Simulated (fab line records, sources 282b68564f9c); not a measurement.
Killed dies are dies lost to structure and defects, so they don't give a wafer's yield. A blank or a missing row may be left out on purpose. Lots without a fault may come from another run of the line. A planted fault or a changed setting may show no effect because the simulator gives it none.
fab line records | flow rit_cmos
record lots=5 wafers=23
route steps=202 shown PLDD@122 SPACER@125 PSD@150 SDANNEAL@153 NLDD@160 CONTACT@168 M1@188
start_h: hours from the record's first day to the start of the lot's first wafer shown | wait_h: hours since the lot's step before | " the same as in the row above | L1.1+2: a row that stands for several wafers | - no value, or no start given | * or withheld: withheld | < > ~ a bound
route shown NAME@n: a module of which the file shows steps, and the number in the route of the first | usual: mean/standard deviation of fault-free wafers | same: alike in all rows | chamber/n: place in a boat | sites: the reading at each site | _std_site: their standard deviation | _edge_site: outer sites' mean less inner sites' | radius_mm: how far each site lies from the wafer's centre | mask NAME#n: copy n | behind: the tool/chamber that last shaped the wafer | hold: why the lot was held/for how many hours/how that ended | device: the transistor (n, p or np) that didn't switch | end of line: the same wafers' tests at the end of the route | a step without rows: its recipe alone | killed: dies lost to structure and defects at the first sort, not the wafer's yield | map: a wafer's dies, x killed, . not, _ none there
set.NAME: the setting as run; set.NAME@STEP: as run at that earlier step | model.NAME: the simulator's own value behind a step, which no gauge read
lots whose settings were changed on purpose; a table a step, a row a wafer
## steps
# step RIT_PLDD_IMPLANT_08
# recipe species=BF2 energy_kev=20 dose_cm2=9e+14 tilt_deg=7
# columns lot.wafer tool chamber start_h wait_h set.tilt_deg
L074.1+2 implanter-02 0 51.41 0.1 7
L074.3+4+6 " 0 " " 8.037
L076.2+4+6 implanter-01 0 57.53 0.1 7
L078.1+2+3 implanter-04 0 67.24 0.1 7.322
L078.4+5 " 0 " " 7
L079.1+6 implanter-04 0 69.86 0.1 6.04
L079.2+4+5 " 0 " " 7
L083.1+2+3+4+5 implanter-02 0 94.06 0.1 7
# step RIT_PLDD_STRIP_09
# recipe chemistry=O2 time_s=180 resist=NOVOLAK platen_temp_c=withheld power_w=500 pressure_mtorr=4000 o2_flow_sccm=4000
# step RIT_SPACER_CLEAN_00
# recipe chemistry=SC1 mix=3:3:50 time_s=600 temp_c=75
# columns lot.wafer tool chamber start_h wait_h set.ox_time_s@REOX_OXIDATION_03 model.SiO2_of_REOX_OXIDATION_03.thk_nm
L074.1+6 wet_bench-03 3 51.80 0.1 5116 22.2
L074.2 " 3 " " 5116 22.1
L074.3 " 3 " " 5116 22.06
L074.4 " 3 " " 5116 21.85
L076.2 wet_bench-04 3 57.89 0.0 5580 23.54
L076.4 " 3 " " 5580 23.62
L076.6 " 3 " " 5580 23.75
L078.1 wet_bench-03 0 67.62 0.1 4885 21.49
L078.2 " 0 " " 4885 21.22
L078.3 " 0 " " 4885 21.12
L078.4 " 0 " " 4885 21.48
L078.5 " 0 " " 4885 21.29
L079.1 wet_bench-03 1 70.25 0.1 5015 21.62
L079.2 " 1 " " 5015 22.11
L079.4 " 1 " " 5015 21.69
L079.5 " 1 " " 5015 21.57
L079.6 " 1 " " 5015 22.3
L083.1 wet_bench-03 0 94.44 0.1 5580 23.24
L083.2 " 0 " " 5580 22.97
L083.3 " 0 " " 5580 23.67
L083.4 " 0 " " 5580 23.58
L083.5 " 0 " " 5580 22.92
# step RIT_SPACER_CVD_03
# recipe material=Si3N4 target_thk_nm=250 temp_c=810 precursor=SiH2Cl2/NH3 time_s=3300 pressure_mtorr=300 sih2cl2_flow_sccm=60 nh3_flow_sccm=150
# columns lot.wafer tool chamber start_h wait_h set.pressure_mtorr model.Si3N4_of_SPACER_CVD_03.thk_nm
L074.1 - - - 0.0 275.4 243.7
L074.2 " - " " 275.4 242.9
L074.3 " - " " 275.4 241.2
L074.4+6 " - " " 275.4 242
L076.2 lpcvd-02 0 58.26 0.0 300 250.4
L076.4 " 0 " " 300 252.8
L076.6 " 0 " " 300 252.6
L078.1 - - - 0.0 260.1 238.6
L078.2 " - " " 260.1 237.9
L078.3 " - " " 260.1 242.8
L078.4 " - " " 260.1 239.7
L078.5 " - " " 260.1 239.4
L079.1 - - - 0.0 337.6 258.6
L079.2 " - " " 337.6 258.7
L079.4 " - " " 337.6 259.7
L079.5 " - " " 337.6 261.3
L079.6 " - " " 337.6 259.1
L083.1 - - - 0.0 339.2 255.3
L083.2 " - " " 339.2 257.4
L083.3 " - " " 339.2 257
L083.4 " - " " 339.2 255.1
L083.5 " - " " 339.2 255
# step RIT_SPACER_THK_MEAS_04
# recipe reads=Si3N4_of_SPACER_CVD_03
# usual SPACER_NITRIDE_THK=249.7/2
# columns lot.wafer tool chamber start_h wait_h set.pressure_mtorr@SPACER_CVD_03 SPACER_NITRIDE_THK[nm]
L074.1 film_metro-01 - - - 275.4 243.9
L074.2 " - " " 275.4 242.9
L074.3 " - " " 275.4 241.2
L074.4 " - " " 275.4 242.2
L074.6 " - " " 275.4 242.1
L076.2 film_metro-02 - 60.18 0.0 300 250.6
L076.4 " - " " 300 252.7
L076.6 " - " " 300 252.6
L078.1 film_metro-01 - - - 260.1 238.6
L078.2 " - " " 260.1 237.9
L078.3 " - " " 260.1 242.9
L078.4 " - " " 260.1 239.8
L078.5 " - " " 260.1 239.3
L079.1 film_metro-02 - - - 337.6 258.7
L079.2 " - " " 337.6 258.6
L079.4 " - " " 337.6 259.8
L079.5 " - " " 337.6 261.4
L079.6 " - " " 337.6 259.2
L083.1 film_metro-01 - - - 339.2 255.5
L083.2 " - " " 339.2 257.2
L083.3 " - " " 339.2 257.2
L083.4 " - " " 339.2 255.0
L083.5 " - " " 339.2 255.0
# step RIT_SPACER_ETCHBACK_05
# recipe target_depth_a=2500 SF6_flow_sccm=30 CHF3_flow_sccm=30 target=Si3N4 chemistry=SF6/CHF3 pressure_mtorr=40 rf_w=250 time_s=240 stop_on=SiO2
# columns lot.wafer tool chamber start_h wait_h set.pressure_mtorr@SPACER_CVD_03 model.etch.depth_nm
L074.1 rie_diel-01 2 54.17 0.1 275.4 243.7
L074.2 " 3 " " 275.4 242.9
L074.3 " 0 " " 275.4 241.2
L074.4+6 " 1 " " 275.4 242
L076.2 rie_diel-01 1 60.23 0.0 300 250.4
L076.4 " 3 " " 300 252.8
L076.6 " 3 " " 300 252.6
L078.1 rie_diel-02 0 69.98 0.1 260.1 238.6
L078.2 " 3 " " 260.1 237.9
L078.3 " 1 " " 260.1 242.8
L078.4 " 2 " " 260.1 239.7
L078.5 " 1 " " 260.1 239.4
L079.1 rie_diel-04 2 72.61 0.1 337.6 258.6
L079.2 " 1 " " 337.6 258.7
L079.4 " 0 " " 337.6 259.7
L079.5 " 3 " " 337.6 261.3
L079.6 " 2 " " 337.6 259.1
L083.1 rie_diel-02 1 96.82 0.1 339.2 255.3
L083.2 " 0 " " 339.2 257.4
L083.3 " 3 " " 339.2 257
L083.4 " 1 " " 339.2 255.1
L083.5 " 3 " " 339.2 255
# step RIT_PSD_IMPLANT_08
# recipe species=BF2 energy_kev=27 dose_cm2=5e+15 tilt_deg=7
# columns lot.wafer tool chamber start_h wait_h set.energy_kev model.implant.rp_nm model.implant.drp_nm
L074.1+3+4 implanter-02 0 56.95 0.1 25.69 21.79 11.63
L074.2+6 " 0 " " 27 22.68 12.05
L076.2+4+6 implanter-02 0 63.39 0.1 27 22.05 12.05
L078.1+2+5 implanter-03 0 72.59 0.1 27 21.85 12.05
L078.3+4 " 0 " " 27.71 22.3 12.27
L079.1+2+5 implanter-02 0 75.34 0.1 27 21.37 12.05
L079.4+6 " 0 " " 28.2 22.13 12.42
L083.1+3+4 implanter-03 0 99.75 0.1 28.23 22.73 12.43
L083.2+5 " 0 " " 27 21.94 12.05
# step RIT_SDANNEAL_CLEAN_00
# recipe chemistry=SC1 mix=3:3:50 time_s=600 temp_c=75
# columns lot.wafer tool chamber start_h wait_h set.time_s
L074.1+2+3+4+6 - - - 0.1 680.5
L076.2+4+6 wet_bench-03 0 63.75 0.0 600
L078.1+2+3+4+5 - - - 0.1 531.5
L079.1+2+4+5+6 - - - 0.1 600
L083.1+2+3+4+5 - - - 0.1 569.7
# step RIT_SDANNEAL_CLEAN_01
# recipe chemistry=dHF dilution=50:1 time_s=30
# step RIT_SDANNEAL_CLEAN_02
# recipe chemistry=SC2 mix=3:3:50 time_s=600 temp_c=75 dry=n2_spin
# step RIT_SDANNEAL_RTA_03
# recipe temp_c=1050 time_s=5 idle_temp_c=600 ramp_up_c_per_s=342 ramp_down_c_per_s=171 cool_to_c=600 ambient=N2
# step RIT_SDANNEAL_RS_MEAS_04
# recipe thk_meas_gauge=four-point-probe
# usual PSD_RS=115.94/0.27
# columns lot.wafer tool chamber start_h wait_h set.energy_kev@PSD_IMPLANT_08 PSD_RS[ohm/sq]
L074.1 film_metro-04 - 57.77 0.0 25.69 119.18
L074.2 " - " " 27 116.01
L074.3 " - " " 25.69 119.22
L074.4 " - " " 25.69 119.10
L074.6 " - " " 27 115.68
L076.2 film_metro-02 - 64.23 0.1 27 115.98
L076.4 " - " " 27 116.30
L076.6 " - " " 27 116.16
L078.1 film_metro-04 - 73.40 0.0 27 115.92
L078.2 " - " " 27 115.73
L078.3 " - " " 27.71 114.32
L078.4 " - " " 27.71 114.77
L078.5 " - " " 27 115.63
L079.1 film_metro-02 - 76.18 0.0 27 115.97
L079.2 " - " " 27 116.17
L079.4 " - " " 28.2 113.79
L079.5 " - " " 27 115.92
L079.6 " - " " 28.2 113.67
L083.1 film_metro-03 - 100.64 0.1 28.23 113.50
L083.2 " - " " 27 115.83
L083.3 " - " " 28.23 113.18
L083.4 " - " " 28.23 113.59
L083.5 " - " " 27 116.17
# step RIT_SDANNEAL_RS_MEAS_07
# recipe thk_meas_gauge=four-point-probe
# usual NLDD_RS=151.7/0.52
# columns lot.wafer tool chamber start_h wait_h set.dose_cm2@NLDD_IMPLANT_08 NLDD_RS[ohm/sq]
L074.1 film_metro-04 - 58.13 0.1 5e+14 151.8
L074.2 " - " " 4.897e+14 155.0
L074.3 " - " " 4.897e+14 154.8
L074.4 " - " " 5e+14 152.1
L074.6 " - " " 4.897e+14 154.8
L076.2 film_metro-02 - 64.59 0.1 5e+14 151.1
L076.4 " - " " 5e+14 151.5
L076.6 " - " " 5e+14 151.1
L078.1 film_metro-04 - 73.76 0.1 5e+14 151.3
L078.2 " - " " 5e+14 151.2
L078.3 " - " " 5.151e+14 147.5
L078.4 " - " " 5.151e+14 147.8
L078.5 " - " " 5.151e+14 147.7
L079.1 film_metro-02 - 76.54 0.1 4.793e+14 157.3
L079.2 " - " " 5e+14 151.5
L079.4 " - " " 5e+14 151.9
L079.5 " - " " 4.793e+14 157.2
L079.6 " - " " 4.793e+14 157.7
L083.1 film_metro-03 - 101.00 0.1 4.848e+14 156.1
L083.2 " - " " 4.848e+14 156.0
L083.3 " - " " 5e+14 151.7
L083.4 " - " " 5e+14 151.7
L083.5 " - " " 4.848e+14 155.3
# step RIT_CONTACT_CVD_00
# recipe material=SiO2 target_thk_nm=400 precursor=TEOS temp_c=390 time_s=61 rf_w=400
# columns lot.wafer tool chamber start_h wait_h set.time_s model.SiO2_of_CONTACT_CVD_00.thk_nm
L074.1 pecvd-04 2 58.76 0.1 61 401.9
L074.2 " 0 " " 61 390.4
L074.3 " 1 " " 61 403.4
L074.4 " 2 " " 61 405.7
L074.6 " 0 " " 61 393.5
L076.2 pecvd-02 1 65.21 0.0 61 400.3
L076.4 " 2 " " 61 404.4
L076.6 " 1 " " 61 406.7
L078.1 pecvd-01 0 74.40 0.1 54.25 355.2
L078.2 " 2 " " 61 393.4
L078.3 " 1 " " 61 401
L078.4 " 2 " " 54.25 353.5
L078.5 " 1 " " 54.25 361.9
L079.1 pecvd-02 1 77.18 0.1 54.62 355.4
L079.2 " 2 " " 54.62 357.7
L079.4 " 0 " " 61 395
L079.5 " 2 " " 61 407
L079.6 " 1 " " 61 401.6
L083.1 pecvd-04 0 101.70 0.1 54.96 352.8
L083.2 " 2 " " 61 402
L083.3 " 1 " " 61 397.3
L083.4 " 2 " " 54.96 365.4
L083.5 " 1 " " 54.96 364.9
# step RIT_CONTACT_THK_MEAS_01
# recipe reads=SiO2_of_CONTACT_CVD_00
# usual CONTACT_TEOS_THK=399/5.8
# columns lot.wafer tool chamber start_h wait_h set.time_s@CONTACT_CVD_00 CONTACT_TEOS_THK[nm]
L074.1 film_metro-04 - 58.81 0.0 61 402
L074.2 " - " " 61 390
L074.3 " - " " 61 404
L074.4 " - " " 61 406
L074.6 " - " " 61 393
L076.2 film_metro-01 - 65.27 0.0 61 400
L076.4 " - " " 61 405
L076.6 " - " " 61 407
L078.1 film_metro-04 - 74.45 0.0 54.25 355
L078.2 " - " " 61 394
L078.3 " - " " 61 401
L078.4 " - " " 54.25 353
L078.5 " - " " 54.25 362
L079.1 film_metro-04 - 77.23 0.0 54.62 355
L079.2 " - " " 54.62 358
L079.4 " - " " 61 395
L079.5 " - " " 61 407
L079.6 " - " " 61 402
L083.1 film_metro-03 - 101.75 0.0 54.96 353
L083.2 " - " " 61 402
L083.3 " - " " 61 397
L083.4 " - " " 54.96 365
L083.5 " - " " 54.96 365
# step RIT_CONTACT_ETCH_11
# recipe target_depth_a=4800 over_etch_frac=0.2 stop_on=TiSi2 chemistry=CHF3/CF4/Ar target=SiO2 CHF3_flow_sccm=50 cf4_flow_sccm=10 Ar_flow_sccm=100 O2_flow_sccm=5 pressure_mtorr=100 rf_w=200 time_s=320
# columns lot.wafer tool chamber start_h wait_h set.rf_w set.time_s@CONTACT_CVD_00 model.etch.depth_nm model.CONTACT.feature_depth_nm
L074.1 rie_diel-03 3 60.27 0.1 200 61 401.9 401.9
L074.2 " 1 " " 192.3 61 390.4 390.4
L074.3 " 0 " " 192.3 61 403.4 403.4
L074.4 " 2 " " 200 61 405.7 405.7
L074.6 " 1 " " 192.3 61 393.5 393.5
L076.2 rie_diel-03 1 66.71 0.1 200 61 400.3 400.3
L076.4 " 0 " " 200 61 404.4 404.4
L076.6 " 2 " " 200 61 406.7 406.7
L078.1 rie_diel-02 2 76.17 0.1 200 54.25 355.2 355.2
L078.2 " 0 " " 220.7 61 393.4 393.4
L078.3 " 1 " " 200 61 401 401
L078.4 " 3 " " 200 54.25 353.5 353.5
L078.5 " 3 " " 220.7 54.25 361.9 361.9
L079.1 rie_diel-04 1 78.56 0.1 200 54.62 355.4 355.4
L079.2 " 2 " " 200 54.62 357.7 357.7
L079.4 " 0 " " 200 61 395 395
L079.5 " 2 " " 200 61 407 407
L079.6 " 1 " " 200 61 401.6 401.6
L083.1 rie_diel-03 1 103.08 0.1 200 54.96 352.8 352.8
L083.2 " 3 " " 200 61 402 402
L083.3 " 0 " " 200 61 397.3 397.3
L083.4 " 1 " " 200 54.96 365.4 365.4
L083.5 " 3 " " 200 54.96 364.9 364.9
# step RIT_M1_COAT_04
# recipe resist=NOVOLAK spin_rpm=2000 resist_thk_nm=1300
# columns lot.wafer tool chamber start_h wait_h set.resist_thk_nm model.NOVOLAK_of_M1_COAT_04.thk_nm
L074.1 litho_track-03 0 61.74 0.1 1300 1295
L074.2 " 0 " " 1300 1298
L074.3+4 " 0 " " 1365 1360
L074.6 " 0 " " 1365 1356
L076.2 litho_track-03 0 68.20 0.1 1300 1294
L076.4 " 0 " " 1300 1296
L076.6 " 0 " " 1300 1293
L078.1 litho_track-02 0 77.67 0.1 1253 1254
L078.2 " 0 " " 1253 1255
L078.3 " 0 " " 1253 1258
L078.4 " 0 " " 1300 1301
L078.5 " 0 " " 1300 1302
L079.1 litho_track-02 0 80.08 0.1 1246 1248
L079.2 " 0 " " 1246 1247
L079.4 " 0 " " 1300 1299
L079.5 " 0 " " 1300 1301
L079.6 " 0 " " 1246 1245
L083.1 litho_track-01 0 104.58 0.1 1275 1270
L083.2 " 0 " " 1275 1272
L083.3 " 0 " " 1300 1295
L083.4 " 0 " " 1300 1298
L083.5 " 0 " " 1300 1297
# step RIT_M1_SOFTBAKE_05
# recipe resist=NOVOLAK temp_c=90 time_s=60
# step RIT_M1_EXPOSE_06
# recipe mask_id=M12 na=0.6 source_shape=conventional sigma_outer=0.5 target_cd_nm=2600 dose_mj=250
# step RIT_M1_PEB_07
# recipe resist=NOVOLAK temp_c=withheld time_s=withheld
# step RIT_M1_DEVELOP_08
# recipe resist=NOVOLAK develop_time_s=68 dev_temp_c=23
# step RIT_M1_CD_MEAS_09
# recipe target_cd_nm=2600
# usual cd_nm=2599.2/2.2
# columns lot.wafer tool chamber start_h wait_h set.resist_thk_nm@M1_COAT_04 cd_nm
L074.1 cd_sem-01 - 62.69 - 1300 2598.6
L074.2 " - " " 1300 2602.4
L074.3 " - " " 1365 2605.6
L074.4 " - " " 1365 2605.1
L074.6 " - " " 1365 2606.9
L076.2 cd_sem-01 - 68.93 - 1300 2597.0
L076.4 " - " " 1300 2597.4
L076.6 " - " " 1300 2597.9
L078.1 cd_sem-01 - 78.40 - 1253 2596.0
L078.2 " - " " 1253 2596.0
L078.3 " - " " 1253 2593.9
L078.4 " - " " 1300 2598.3
L078.5 " - " " 1300 2599.0
L079.1 cd_sem-01 - 80.93 - 1246 2591.1
L079.2 " - " " 1246 2592.6
L079.4 " - " " 1300 2594.6
L079.5 " - " " 1300 2598.2
L079.6 " - " " 1246 2591.3
L083.1 cd_sem-02 - 105.43 - 1275 2594.7
L083.2 " - " " 1275 2595.6
L083.3 " - " " 1300 2596.9
L083.4 " - " " 1300 2595.1
L083.5 " - " " 1300 2597.3
# step RIT_M1_HARDBAKE_11
# recipe resist=NOVOLAK temp_c=140 time_s=120
# columns lot.wafer tool chamber start_h wait_h set.resist_thk_nm@M1_COAT_04 model.NOVOLAK_of_M1_COAT_04.thk_nm
L074.1 litho_track-03 0 62.97 0.2 1300 1133
L074.2 " 0 " " 1300 1135
L074.3+4 " 0 " " 1365 1188
L074.6 " 0 " " 1365 1185
L076.2 litho_track-03 0 69.11 0.1 1300 1132
L076.4 " 0 " " 1300 1133
L076.6 " 0 " " 1300 1131
L078.1+2 litho_track-03 0 78.55 0.0 1253 1098
L078.3 " 0 " " 1253 1101
L078.4+5 " 0 " " 1300 1138
L079.1 litho_track-01 0 81.09 0.0 1246 1092
L079.2 " 0 " " 1246 1091
L079.4 " 0 " " 1300 1136
L079.5 " 0 " " 1300 1138
L079.6 " 0 " " 1246 1090
L083.1 litho_track-02 0 105.59 0.0 1275 1111
L083.2 " 0 " " 1275 1113
L083.3 " 0 " " 1300 1133
L083.4 " 0 " " 1300 1135
L083.5 " 0 " " 1300 1134
## key
split step=RIT_PLDD_IMPLANT_08 setting=tilt_deg stated=7 by=wafer
response none clear
split step=RIT_SPACER_CVD_03 setting=pressure_mtorr stated=300 by=lot
response step=RIT_SPACER_CVD_03 reading=model.Si3N4_of_SPACER_CVD_03.thk_nm change=+0.7 per=1% r=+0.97
response step=RIT_SPACER_THK_MEAS_04 reading=SPACER_NITRIDE_THK change=+0.698 per=1% r=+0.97
response step=RIT_SPACER_ETCHBACK_05 reading=model.etch.depth_nm change=+0.7 per=1% r=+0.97
split step=RIT_PSD_IMPLANT_08 setting=energy_kev stated=27 by=wafer
response step=RIT_PSD_IMPLANT_08 reading=model.implant.rp_nm change=+0.176 per=1% r=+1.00
response step=RIT_PSD_IMPLANT_08 reading=model.implant.drp_nm change=+0.0847 per=1% r=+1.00
response step=RIT_SDANNEAL_RS_MEAS_04 reading=PSD_RS change=-0.581 per=1% r=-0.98
split step=RIT_SDANNEAL_CLEAN_00 setting=time_s stated=600 by=lot
response none clear
split step=RIT_CONTACT_CVD_00 setting=time_s stated=61 by=wafer
response step=RIT_CONTACT_CVD_00 reading=model.SiO2_of_CONTACT_CVD_00.thk_nm change=+3.93 per=1% r=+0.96
response step=RIT_CONTACT_THK_MEAS_01 reading=CONTACT_TEOS_THK change=+3.93 per=1% r=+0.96
response step=RIT_CONTACT_ETCH_11 reading=model.etch.depth_nm change=+3.93 per=1% r=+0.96
response step=RIT_CONTACT_ETCH_11 reading=model.CONTACT.feature_depth_nm change=+3.93 per=1% r=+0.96
split step=RIT_CONTACT_ETCH_11 setting=rf_w stated=200 by=wafer
response none clear
split step=RIT_M1_COAT_04 setting=resist_thk_nm stated=1300 by=wafer
response step=RIT_M1_COAT_04 reading=model.NOVOLAK_of_M1_COAT_04.thk_nm change=+12.6 per=1% r=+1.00
response step=RIT_M1_CD_MEAS_09 reading=cd_nm change=+1.03 per=1% r=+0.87
response step=RIT_M1_HARDBAKE_11 reading=model.NOVOLAK_of_M1_COAT_04.thk_nm change=+10.9 per=1% r=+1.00
split outside_this_file step=RIT_REOX_OXIDATION_03 setting=ox_time_s
split outside_this_file step=RIT_NLDD_IMPLANT_08 setting=dose_cm2
# split outside_this_file: this setting was split too, and the file shows its column; the key of that split is in another file
